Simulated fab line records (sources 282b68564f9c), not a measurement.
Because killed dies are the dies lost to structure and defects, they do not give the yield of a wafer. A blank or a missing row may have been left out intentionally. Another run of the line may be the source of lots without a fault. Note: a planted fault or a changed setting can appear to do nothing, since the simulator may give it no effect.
Which of the tools did it? || flow ritCmos || Sampling: 15 lots, 45 wafers, 2 of 202 route steps

WHAT THE GAUGES READ, wafer by wafer
RIT_CONTACT_CD_MEAS_90 targets a cd of 1000 nm. Usual: cdNm 1000.2 nm, standard deviation 2.2.
{"lot": "L916", "measured": "day 3 10:08", "on": "cdSem-02", "cdNm (nm)": "1000.3 1001.6 1002.9", "flag": ""}
{"lot": "L917", "measured": "day 3 11:56", "on": "cdSem-02", "cdNm (nm)": "996.3 995.3 996.9", "flag": ""}
{"lot": "L923", "measured": "day 4 14:34", "on": "cdSem-02", "cdNm (nm)": "1002.8 1000.8 1001.6", "flag": ""}
{"lot": "L924", "measured": "day 4 20:56", "on": "cdSem-02", "cdNm (nm)": "997.6 1001.2 998.7", "flag": ""}
{"lot": "L925", "measured": "day 5 01:31", "on": "cdSem-02", "cdNm (nm)": "999.8 996.9 998.4", "flag": ""}
{"lot": "L926", "measured": "day 5 06:38", "on": "cdSem-02", "cdNm (nm)": "- - -", "flag": "OFF"}
{"lot": "L927", "measured": "day 5 10:57", "on": "cdSem-01", "cdNm (nm)": "- - -", "flag": "OFF"}
{"lot": "L928", "measured": "day 5 15:37", "on": "cdSem-02", "cdNm (nm)": "- - -", "flag": "OFF"}
{"lot": "L930", "measured": "day 6 02:49", "on": "cdSem-02", "cdNm (nm)": "1001.9 1002.2 1001.2", "flag": ""}
{"lot": "L932", "measured": "day 6 13:23", "on": "cdSem-02", "cdNm (nm)": "1000.6 1001.9 1000.2", "flag": ""}
{"lot": "L935", "measured": "day 7 03:53", "on": "cdSem-01", "cdNm (nm)": "998.2 998.3 997.7", "flag": ""}
{"lot": "L936", "measured": "day 7 09:03", "on": "cdSem-02", "cdNm (nm)": "997.6 997.9 1001.6", "flag": ""}
{"lot": "L937", "measured": "day 7 13:22", "on": "cdSem-02", "cdNm (nm)": "998.8 1000.1 1000.6", "flag": ""}
{"lot": "L938", "measured": "day 7 19:17", "on": "cdSem-01", "cdNm (nm)": "998.6 999.5 998.0", "flag": ""}
{"lot": "L939", "measured": "day 8 04:43", "on": "cdSem-02", "cdNm (nm)": "1000.1 1001.3 1002.5", "flag": ""}

EACH LOT AND THE TOOL THAT RAN IT (in order: tool; ch and the chambers of the sampled wafers; start)
{"lot": "L916", "RIT_CONTACT_ETCH_11": "rieDiel-04 ch 0,3, day 3 09:43"}
{"lot": "L917", "RIT_CONTACT_ETCH_11": "rieDiel-02 ch 0,2,3, day 3 11:33"}
{"lot": "L923", "RIT_CONTACT_ETCH_11": "rieDiel-04 ch 0,1,2, day 4 14:11"}
{"lot": "L924", "RIT_CONTACT_ETCH_11": "rieDiel-04 ch 0,2,3, day 4 20:34"}
{"lot": "L925", "RIT_CONTACT_ETCH_11": "rieDiel-02 ch 0,2, day 5 01:07"}
{"lot": "L926", "RIT_CONTACT_ETCH_11": "rieDiel-02 ch 2,3, day 5 06:16"}
{"lot": "L927", "RIT_CONTACT_ETCH_11": "rieDiel-04 ch 0,1,3, day 5 10:35"}
{"lot": "L928", "RIT_CONTACT_ETCH_11": "rieDiel-01 ch 2,3, day 5 15:14"}
{"lot": "L930", "RIT_CONTACT_ETCH_11": "rieDiel-04 ch 1,3, day 6 02:26"}
{"lot": "L932", "RIT_CONTACT_ETCH_11": "rieDiel-02 ch 0,1,3, day 6 12:59"}
{"lot": "L935", "RIT_CONTACT_ETCH_11": "rieDiel-04 ch 0,2,3, day 7 03:29"}
{"lot": "L936", "RIT_CONTACT_ETCH_11": "rieDiel-02 ch 0,1, day 7 08:41"}
{"lot": "L937", "RIT_CONTACT_ETCH_11": "rieDiel-02 ch 1,3, day 7 12:59"}
{"lot": "L938", "RIT_CONTACT_ETCH_11": "rieDiel-04 ch 0,1,2, day 7 18:54"}
{"lot": "L939", "RIT_CONTACT_ETCH_11": "rieDiel-02 ch 1,2,3, day 8 04:21"}
- RIT_CONTACT_ETCH_11: etches SiO2 in CHF3/CF4/Ar, stops on TiSi2, target depth 480 nm, time 320 s.

AS READ BY THE TOOLS THEMSELVES (means over the sampled wafers that have a number; for cases with no such wafer, the mark the record gives instead)
RIT_CONTACT_ETCH_11. Usual: CHF3_flow_sccm 49.99 sccm, standard deviation 0.16; O2_flow_sccm 4.996 sccm, standard deviation 0.015; drypumpMotorCurrentA 5.8 A, standard deviation 0.59; oesProductAu 0.994 a.u., standard deviation 0.016; throttleValvePct 8.83 %, standard deviation 0.11.
{"lot": "L916", "tool": "rieDiel-04", "CHF3_flow_sccm (sccm)": 49.90, "O2_flow_sccm (sccm)": 4.994, "drypumpMotorCurrentA (A)": 5.3, "oesProductAu (a.u.)": 1.018, "throttleValvePct (%)": 8.80, "flag": ""}
{"lot": "L917", "tool": "rieDiel-02", "CHF3_flow_sccm (sccm)": 50.03, "O2_flow_sccm (sccm)": 4.998, "drypumpMotorCurrentA (A)": 5.6, "oesProductAu (a.u.)": 0.981, "throttleValvePct (%)": 8.84, "flag": ""}
{"lot": "L923", "tool": "rieDiel-04", "CHF3_flow_sccm (sccm)": 50.03, "O2_flow_sccm (sccm)": 5.016, "drypumpMotorCurrentA (A)": 5.8, "oesProductAu (a.u.)": 0.999, "throttleValvePct (%)": 8.77, "flag": ""}
{"lot": "L924", "tool": "rieDiel-04", "CHF3_flow_sccm (sccm)": 49.92, "O2_flow_sccm (sccm)": 5.022, "drypumpMotorCurrentA (A)": 5.4, "oesProductAu (a.u.)": 1.002, "throttleValvePct (%)": 8.76, "flag": ""}
{"lot": "L925", "tool": "rieDiel-02", "CHF3_flow_sccm (sccm)": 50.06, "O2_flow_sccm (sccm)": 4.986, "drypumpMotorCurrentA (A)": 5.4, "oesProductAu (a.u.)": 0.985, "throttleValvePct (%)": 8.77, "flag": ""}
{"lot": "L926", "tool": "rieDiel-02", "CHF3_flow_sccm (sccm)": "-", "O2_flow_sccm (sccm)": "-", "drypumpMotorCurrentA (A)": "-", "oesProductAu (a.u.)": "-", "throttleValvePct (%)": "-", "flag": "OFF"}
{"lot": "L927", "tool": "rieDiel-04", "CHF3_flow_sccm (sccm)": "-", "O2_flow_sccm (sccm)": "-", "drypumpMotorCurrentA (A)": "-", "oesProductAu (a.u.)": "-", "throttleValvePct (%)": "-", "flag": "OFF"}
{"lot": "L928", "tool": "rieDiel-01", "CHF3_flow_sccm (sccm)": "-", "O2_flow_sccm (sccm)": "-", "drypumpMotorCurrentA (A)": "-", "oesProductAu (a.u.)": "-", "throttleValvePct (%)": "-", "flag": "OFF"}
{"lot": "L930", "tool": "rieDiel-04", "CHF3_flow_sccm (sccm)": 49.84, "O2_flow_sccm (sccm)": 4.979, "drypumpMotorCurrentA (A)": 5.9, "oesProductAu (a.u.)": 1.011, "throttleValvePct (%)": 8.78, "flag": ""}
{"lot": "L932", "tool": "rieDiel-02", "CHF3_flow_sccm (sccm)": 49.83, "O2_flow_sccm (sccm)": 4.994, "drypumpMotorCurrentA (A)": 5.7, "oesProductAu (a.u.)": 0.988, "throttleValvePct (%)": 8.85, "flag": ""}
{"lot": "L935", "tool": "rieDiel-04", "CHF3_flow_sccm (sccm)": 49.92, "O2_flow_sccm (sccm)": 4.987, "drypumpMotorCurrentA (A)": 5.4, "oesProductAu (a.u.)": 0.998, "throttleValvePct (%)": 8.75, "flag": ""}
{"lot": "L936", "tool": "rieDiel-02", "CHF3_flow_sccm (sccm)": 49.95, "O2_flow_sccm (sccm)": 4.991, "drypumpMotorCurrentA (A)": 5.4, "oesProductAu (a.u.)": 0.989, "throttleValvePct (%)": 8.77, "flag": ""}
{"lot": "L937", "tool": "rieDiel-02", "CHF3_flow_sccm (sccm)": 49.92, "O2_flow_sccm (sccm)": 4.995, "drypumpMotorCurrentA (A)": 6.3, "oesProductAu (a.u.)": 0.997, "throttleValvePct (%)": 8.92, "flag": ""}
{"lot": "L938", "tool": "rieDiel-04", "CHF3_flow_sccm (sccm)": 50.18, "O2_flow_sccm (sccm)": 4.983, "drypumpMotorCurrentA (A)": 5.7, "oesProductAu (a.u.)": 0.998, "throttleValvePct (%)": 8.77, "flag": ""}
{"lot": "L939", "tool": "rieDiel-02", "CHF3_flow_sccm (sccm)": 49.99, "O2_flow_sccm (sccm)": 5.000, "drypumpMotorCurrentA (A)": 6.2, "oesProductAu (a.u.)": 0.989, "throttleValvePct (%)": 8.92, "flag": ""}

THE ANSWER, worked out from the rows above alone
Rule: a lot is off if the mean of its wafers that have a number lies more than 3 standard deviations from the usual mean. Also off: a lot with no number at a reading for which 4 or more lots have one. Where the step has rows for the other lots, those lots are counted as sound. The gauges are gone through in route order, then the tools' own readings, and for those a lot's mean is taken as printed above. At the first step where some lot is off, the reading lying furthest off is the one used; lots without a number count as furthest.
Off: L926, L927, L928, at RIT_CONTACT_CD_MEAS_90 (cdNm). Without a number there: L926, L927, L928.
If a tool, at a process step before that reading, ran all the lots that are off and no sound lot after the first of them, it fits. The gauges at RIT_CONTACT_CD_MEAS_90 aren't tried: what is off there is off at RIT_CONTACT_ETCH_11 too, on other tools, and a gauge's error can't cause that. Of those tried, none fits.

WHAT THE SIMULATOR HAD PUT IN
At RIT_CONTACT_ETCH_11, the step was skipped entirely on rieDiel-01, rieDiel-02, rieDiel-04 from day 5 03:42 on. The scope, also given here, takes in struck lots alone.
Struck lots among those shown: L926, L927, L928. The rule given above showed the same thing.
